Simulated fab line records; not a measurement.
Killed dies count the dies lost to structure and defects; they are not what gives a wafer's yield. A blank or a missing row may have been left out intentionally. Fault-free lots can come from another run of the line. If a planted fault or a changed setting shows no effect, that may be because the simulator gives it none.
fab line records    flow berkeley-cmos170
record: lots: 6  wafers: 18  last-day: 12
route steps=331 shown GATE@129 M3@331
lots untouched by any fault: they come from a run of this same line in which no faults occurred
start-h: hours from the record's first day to the start of the lot's first wafer shown    wait-h: time in hours since the lot's previous step    " identical to the entry in the row above    L1.1+2: one row covering several wafers at once    - no value, or no start was given    * or withheld: withheld    < > ~ a bound
route shown NAME@n: NAME is a module with steps in the file, n the number in the route of the first one    usual: mean/standard deviation of fault-free wafers    same: alike in all rows    chamber/n: place in a boat    sites: each site's reading    _std_site: standard deviation across them    _edge_site: inner sites' mean taken away from outer sites' mean    radius-mm: how far each site lies from the wafer's centre    mask NAME#n: copy n    behind: the last tool/chamber to shape the wafer    hold: why the lot was held/for how many hours/how that ended    device: names the non-switching transistor (n, p or np)    end of line: the route-end tests of the same wafers    step lacking rows: just its recipe    killed: at the first sort, the dies lost to defects and structure; wafer yield is something else    map: per-die view of a wafer (x killed, . not killed, _ where there is no die)
set.NAME: setting as actually run; set.NAME@STEP: the setting as run at that earlier step    model.NAME: the simulator's own value behind a step, which no gauge read
lots at some steps of the route; a table a step, a row a wafer
services: the hour from which a tool's chamber was out of use, counted from the record's first day as start-h (under 0 if before that day), plus the number of hours and why
== steps ==
step: UCB170_GATE_ANNEAL_03
recipe: temp-c: 900  time-s: 1800  ambient: N2
step: UCB170_GATE_CVD_04
recipe: material: poly-Si  temp-c: 610  precursor: SiH4  time-s: 1440  pressure-mtorr: 375  target-thk-nm: 214  sih4-flow-sccm: 120
step: UCB170_GATE_THK_MEAS_05
recipe: reads: poly-Si_of_GATE_CVD_04
usual: GATE_POLY_THK: 214.4/1.9
lot.wafer  tool           chamber  start-h  wait-h  GATE_POLY_THK[nm]
L436.3     film-metro-03  -        135.17   0.0     217.7
L436.4     "              -        "        "       217.2
L436.5     "              -        "        "       217.2
L437.1     film-metro-04  -        135.21   0.1     217.1
L437.4     "              -        "        "       218.4
L437.6     "              -        "        "       216.8
L442.1     film-metro-03  -        179.19   0.1     214.5
L442.3     "              -        "        "       214.8
L442.4     "              -        "        "       214.2
L444.2     film-metro-04  -        179.20   0.1     211.5
L444.3     "              -        "        "       210.9
L444.6     "              -        "        "       210.7
L447.2     film-metro-03  -        197.52   0.0     215.6
L447.3     "              -        "        "       212.0
L447.5     "              -        "        "       213.5
L454.2     film-metro-02  -        232.55   0.1     217.4
L454.4     "              -        "        "       216.3
L454.5     "              -        "        "       214.5
step: UCB170_GATE_COAT_06
recipe: resist: BARC  temp-c: withheld  time-s: withheld  spin-rpm: 3000  resist-thk-nm: withheld
step: UCB170_GATE_COAT_07
recipe: resist: KrF  spin-rpm: 1500  resist-thk-nm: 900
step: UCB170_GATE_SOFTBAKE_08
recipe: resist: KrF  temp-c: 130  time-s: 60
step: UCB170_GATE_EXPOSE_09
recipe: mask-id: POLY  target-cd-nm: 350  na: 0.5  sigma-outer: 0.6  source-shape: conventional  dose-mj: 21
step: UCB170_GATE_PEB_10
recipe: peb-temp-c: 130  peb-time-s: withheld  resist: KrF
step: UCB170_GATE_DEVELOP_11
recipe: developer: TMAH  develop-time-s: 45  resist: KrF  dev-temp-c: 21
step: UCB170_GATE_CD_MEAS_12
recipe: target-cd-nm: 350
usual: cd-nm: 350.3/1.5
lot.wafer  tool       chamber  start-h  wait-h  cd-nm
L436.3     cd-sem-01  -        136.55   -       350.7
L436.4     "          -        "        "       350.8
L436.5     "          -        "        "       351.9
L437.1     cd-sem-01  -        137.35   -       352.6
L437.4     "          -        "        "       351.0
L437.6     "          -        "        "       352.0
L442.1     cd-sem-01  -        180.94   -       349.0
L442.3     "          -        "        "       348.9
L442.4     "          -        "        "       347.7
L444.2     cd-sem-01  -        181.20   -       353.7
L444.3     "          -        "        "       353.3
L444.6     "          -        "        "       352.6
L447.2     cd-sem-01  -        198.56   -       352.7
L447.3     "          -        "        "       350.7
L447.5     "          -        "        "       351.2
L454.2     cd-sem-01  -        235.30   -       349.1
L454.4     "          -        "        "       348.3
L454.5     "          -        "        "       347.3
step: UCB170_GATE_OVL_MEAS_13
usual: GATE_OVL: 0/4.7
lot.wafer  tool        chamber  start-h  wait-h  GATE_OVL[nm]
L436.3     overlay-02  -        136.64   0.1     -7
L436.4     "           -        "        "       -8
L436.5     "           -        "        "       -7
L437.1     overlay-01  -        137.47   0.1     5
L437.4     "           -        "        "       1
L437.6     "           -        "        "       2
L442.1     overlay-02  -        181.06   0.1     1
L442.3     "           -        "        "       -2
L442.4     "           -        "        "       -4
L444.2     overlay-01  -        181.31   0.1     -3
L444.3     "           -        "        "       0
L444.6     "           -        "        "       -7
L447.2     overlay-01  -        198.66   0.1     3
L447.3     "           -        "        "       0
L447.5     "           -        "        "       0
L454.2     overlay-01  -        235.41   0.1     -5
L454.4     "           -        "        "       -1
L454.5     "           -        "        "       0
step: UCB170_GATE_ETCH_14
recipe: chemistry: N2/H2  target-depth-a: withheld  overetch-a: withheld  target: BARC  time-s: withheld  source-w: 500  bias-w: 100  pressure-mtorr: 30  n2-flow-sccm: 100  h2-flow-sccm: 200
usual: drypump-motor-current-A: 5.6/0.59  oes-product-au: 0.998/0.017  rf-fwd-power-W: 495.2/1.7  throttle-valve-pct: 13.24/0.19
lot.wafer  tool         chamber  start-h  wait-h  drypump-motor-current-A  oes-product-au  rf-fwd-power-W  throttle-valve-pct
L436.3     rie-diel-02  0        136.66   0.0     5.3                      0.977           493.0           13.45
L436.4     "            1        "        "       5.1                      0.981           494.7           13.29
L436.5     "            2        "        "       6.7                      0.974           497.5           13.33
L437.1     rie-diel-02  1        137.50   0.0     5.1                      1.000           493.3           13.29
L437.4     "            2        "        "       6.7                      0.978           496.9           13.32
L437.6     "            2        "        "       6.7                      0.978           497.9           13.33
L442.1     rie-diel-01  2        181.10   0.0     5.8                      0.977           494.2           13.14
L442.3     "            3        "        "       5.1                      0.997           495.3           13.28
L442.4     "            0        "        "       5.3                      1.006           495.9           13.47
L444.2     rie-diel-02  0        181.34   0.0     5.3                      0.986           492.2           13.44
L444.3     "            1        "        "       5.1                      0.995           498.0           13.28
L444.6     "            0        "        "       5.3                      0.982           492.9           13.43
L447.2     rie-diel-01  1        198.69   0.0     5.3                      1.008           497.9           13.38
L447.3     "            2        "        "       5.8                      0.991           497.3           13.16
L447.5     "            3        "        "       5.1                      0.996           496.7           13.27
L454.2     rie-diel-01  3        235.44   0.0     5.1                      1.001           495.9           13.29
L454.4     "            0        "        "       5.3                      1.031           494.6           13.48
L454.5     "            2        "        "       5.8                      0.990           497.9           13.15
step: UCB170_GATE_ETCH_15
recipe: chemistry: HBr/Cl2  target: poly-Si  stop-on: SiO2  over-etch-frac: 0.3  icp-w: 300  bias-w: 150  time-s: 56.3  pressure-mtorr: 15  HBr_flow_sccm: 150  Cl2_flow_sccm: 50  target-depth-a: 2782
usual: HBr_flow_sccm: 149.9/0.46  drypump-motor-current-A: 5.8/0.45  oes-product-au: 0.831/0.011  over-etch-frac: 0.3/0  rf-fwd-power-W: 297.2/1.2  throttle-valve-pct: 26.30/0.16
lot.wafer  tool       chamber  start-h  wait-h  HBr_flow_sccm  drypump-motor-current-A  oes-product-au  over-etch-frac  rf-fwd-power-W  rf-hours-counter-h  throttle-valve-pct  model.KrF_of_GATE_COAT_07.thk-nm
L436.3     rie-si-01  2        136.70   -       149.6          6.3                      0.824           0.3             295.9           1                   26.31               777.5
L436.4     "          1        "        "       150.4          5.4                      0.840           0.3             297.4           0                   26.31               779.1
L436.5     "          3        "        "       150.0          5.9                      0.816           0.3             297.0           -                   26.49               778.2
L437.1     rie-si-01  3        137.54   -       149.9          5.9                      0.813           0.3             296.6           120                 26.49               773
L437.4     "          1        "        "       149.3          5.5                      0.847           0.3             298.2           0                   26.30               773.1
L437.6     "          2        "        "       150.5          6.3                      0.818           0.3             297.6           -                   26.32               775.4
L442.1     rie-si-01  1        181.14   -       150.1          5.4                      0.962           0.06            297.5           1                   26.32               799.2
L442.3     "          2        "        "       149.1          6.3                      0.940           0.06            297.5           2                   26.31               796
L442.4     "          2        "        "       150.0          6.3                      0.942           0.06            298.0           -                   26.31               796.7
L444.2     rie-si-02  1        181.38   -       150.0          5.9                      0.827           0.3             296.9           82                  26.44               772.9
L444.3     "          0        "        "       149.9          5.0                      0.826           0.3             295.6           0                   26.10               771.5
L444.6     "          0        "        "       149.8          4.9                      0.825           0.3             296.3           -                   26.11               773.6
L447.2     rie-si-01  1        198.73   -       149.9          5.5                      0.969           0.06            298.9           1                   26.32               798.3
L447.3     "          2        "        "       150.1          6.3                      0.928           0.06            297.9           2                   26.29               797.3
L447.5     "          0        "        "       151.1          5.9                      0.965           0.06            295.9           -                   26.05               794.1
L454.2     rie-si-02  3        235.48   -       150.0          6.4                      0.835           0.3             298.2           97                  26.28               779.8
L454.4     "          2        "        "       150.8          5.5                      0.850           0.3             297.2           1                   26.53               777.8
L454.5     "          0        "        "       149.8          5.0                      0.841           0.3             295.9           -                   26.09               776.6
step: UCB170_GATE_STRIP_16
recipe: chemistry: O2  power-w: 400  pressure-mtorr: 3500  platen-temp-c: withheld  o2-flow-sccm: 400  overash-fraction: 0.5
usual: drypump-motor-current-A: 5.9/0.48  oes-product-au: 0.724/0.0045
lot.wafer  tool             chamber  start-h  wait-h  drypump-motor-current-A  oes-product-au  rf-hours-counter-h
L436.3     plasma-asher-02  0        136.79   0.1     6.5                      0.721           -
L436.4     "                1        "        "       5.6                      0.724           -
L436.5     "                0        "        "       6.5                      0.716           -
L437.1     plasma-asher-02  0        137.59   0.0     6.5                      0.723           35
L437.4     "                0        "        "       6.5                      0.721           -
L437.6     "                0        "        "       6.5                      0.725           -
L442.1     plasma-asher-01  1        181.19   0.0     6.1                      0.715           44
L442.3     "                0        "        "       5.8                      0.717           -
L442.4     "                1        "        "       6.1                      0.723           -
L444.2     plasma-asher-03  1        181.43   0.0     4.7                      0.726           7
L444.3     "                1        "        "       4.8                      0.727           -
L444.6     "                1        "        "       4.8                      0.729           -
L447.2     plasma-asher-01  0        198.78   0.0     5.7                      0.722           46
L447.3     "                1        "        "       6.1                      0.728           -
L447.5     "                0        "        "       5.8                      0.719           -
L454.2     plasma-asher-03  0        235.53   0.0     6.3                      0.726           13
L454.4     "                0        "        "       6.3                      0.724           -
L454.5     "                0        "        "       6.3                      0.734           -
step: UCB170_M3_PROBE_99
lot.wafer  tool       chamber  start-h  wait-h  model.etest.pldd.rs-ohm-sq  model.etest.nldd.rs-ohm-sq  model.etest.poly-comb-over-steps.leak-log10-a-um  model.etest.poly-comb-over-steps.over-limit  model.etest.antenna-poly.vt-shift-v
L436.3     prober-01  -        178.30   0.2     1116                        781                         -12.77                                            0                                            -0.005356
L436.4     prober-01  -        178.35   0.2     1122                        778                         -12.88                                            0                                            -0.008673
L436.5     prober-01  -        178.40   0.2     1123                        783.9                       -12.81                                            0                                            -0.004346
L437.1     prober-02  -        189.46   0.1     1081                        765.7                       -12.81                                            0                                            -0.009039
L437.4     prober-02  -        189.61   0.2     1106                        772.6                       -12.82                                            0                                            -0.003327
L437.6     prober-02  -        189.71   0.2     1119                        772                         -12.72                                            0                                            -0.005874
L442.1     prober-02  -        228.94   0.1     1124                        784.8                       -5.218                                            0                                            -0.004089
L442.3     prober-02  -        229.04   0.2     1146                        781.3                       -                                                 1                                            -0.005185
L442.4     prober-02  -        229.09   0.2     1132                        780.2                       -                                                 1                                            -0.004135
L444.2     prober-01  -        229.77   0.1     1109                        765                         -12.84                                            0                                            -0.01224
L444.3     prober-01  -        229.82   0.2     1076                        761                         -12.81                                            0                                            -0.007752
L444.6     prober-01  -        229.97   0.2     1083                        765.9                       -12.8                                             0                                            -0.01094
L447.2     prober-02  -        239.69   0.1     1155                        791.5                       -5.548                                            0                                            -0.0002806
L447.3     prober-02  -        239.74   0.2     1162                        786                         -5.224                                            0                                            -0.006789
L447.5     prober-02  -        239.84   0.2     1167                        789.5                       -6.16                                             0                                            -0.002121
L454.2     prober-02  -        278.08   0.1     1123                        794.6                       -12.66                                            0                                            -0.003972
L454.4     prober-02  -        278.18   0.2     1109                        798.3                       -12.74                                            0                                            -0.008509
L454.5     prober-02  -        278.23   0.2     1104                        795.1                       -12.8                                             0                                            -0.007821
killed by level:class
L436.3 ACTIVE:area-etch=2 SPACER:geometric-particle:short=1 SILICIDE:geometric-particle:open=1 M1:geometric-particle:short=1 M2:geometric-particle:short=1
L436.4 SILICIDE:geometric-particle:open=2 WELLDRIVE:geometric-particle:short=1
L436.5 ACTIVE:area-etch=2 M2:geometric-particle:short=1
L437.1 NWELL:geometric-particle:open=1 SPACER:geometric-particle:open=1 V1:geometric-particle:open=1
L437.4 GATE:geometric-particle:open=1 SPACER:geometric-particle:short=1 SILICIDE:geometric-particle:short=1
L437.6 SILICIDE:geometric-particle:short=1 CONTACT:geometric-particle:open=1 M1:geometric-particle:short=1
L444.3 GATE:geometric-particle:open=1 V2:geometric-particle:open=1
L444.6 FIELD:geometric-particle:open=1 GATE:geometric-particle:short=1 GATE:geometric-particle:open=1 SPACER:geometric-particle:short=1 M1:geometric-particle:open=1 M1:geometric-particle:short=1 M2:geometric-particle:short=1 M3:geometric-particle:short=1
L454.4 WELLDRIVE:geometric-particle:open=1 V2:geometric-particle:short=1
L454.5 GATE:geometric-particle:short=1
== services ==
tool             chamber  start-h  hours  kind
rie-si-02        0        112.94   -      clean
rie-si-02        0        112.94   28.7   scheduled-down
rie-si-02        0        112.94   28.7   vent-cycle
plasma-asher-03  0        117.75   -      clean
plasma-asher-03  1        117.75   -      clean
rie-diel-01      2        121.89   -      clean
rie-diel-01      2        121.89   22.1   scheduled-down
rie-diel-01      2        121.89   22.1   vent-cycle
rie-si-02        -        122.11   28.1   pm
plasma-asher-03  -        139.28   4.8    repair
plasma-asher-03  -        140.50   2.1    repair
rie-si-01        -        158.09   0.2    repair
rie-diel-01      3        166.99   8.8    repair
rie-si-02        3        173.27   2.0    repair
rie-diel-01      1        175.02   2.9    repair
rie-si-01        3        177.32   -      clean
rie-si-01        3        177.32   19.0   scheduled-down
rie-si-01        3        177.32   19.0   vent-cycle
rie-diel-01      1        177.91   -      clean
rie-diel-01      1        177.91   16.8   scheduled-down
rie-diel-01      1        177.91   16.8   vent-cycle
rie-diel-01      0        200.05   4.5    repair
rie-diel-02      2        228.24   13.7   repair
== key ==
first-sign: step: UCB170_GATE_ETCH_15  reading: over-etch-frac  direction: down  sigmas: 99+  usual: 0.3  struck: 0.06
effect: step: UCB170_GATE_ETCH_15  reading: oes-product-au  direction: up  sigmas: 11  usual: 0.831  struck: 0.951
model-effect: step: UCB170_GATE_ETCH_15  value: KrF_of_GATE_COAT_07.thk-nm  without: 776.8  struck: 796.9
model-effect: step: UCB170_M3_PROBE_99  value: etest.pldd.rs-ohm-sq  without: 1104  struck: 1148
met-at UCB170_GATE_ETCH_15
struck-wafers L442.1,L442.3,L442.4,L447.2,L447.3,L447.5
sort-left-out L442.1,L442.3,L442.4,L447.2,L447.3,L447.5
tester-left-out L442,L447
onset-between 137.54 181.14
fault: kind: process-parameter-drift  tool: rie-si-01  chamber: -  onset-h: 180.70  steps: UCB170_GATE_ETCH_15  channel: over-etch-frac  offset: -0.24  shape: step  end-h: 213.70  stated: 0.3
tester-left-out: of these lots the tester's yield and bins aren't shown, on N5 and GAA mostly nor the transistor test; their killed dies are dies lost to structure and defects alone, not to doping, threshold or leakage, so they don't give the yield
sort-left-out: the simulated sort isn't trusted on such a fault, so these wafers' sort isn't shown, and their yield isn't known
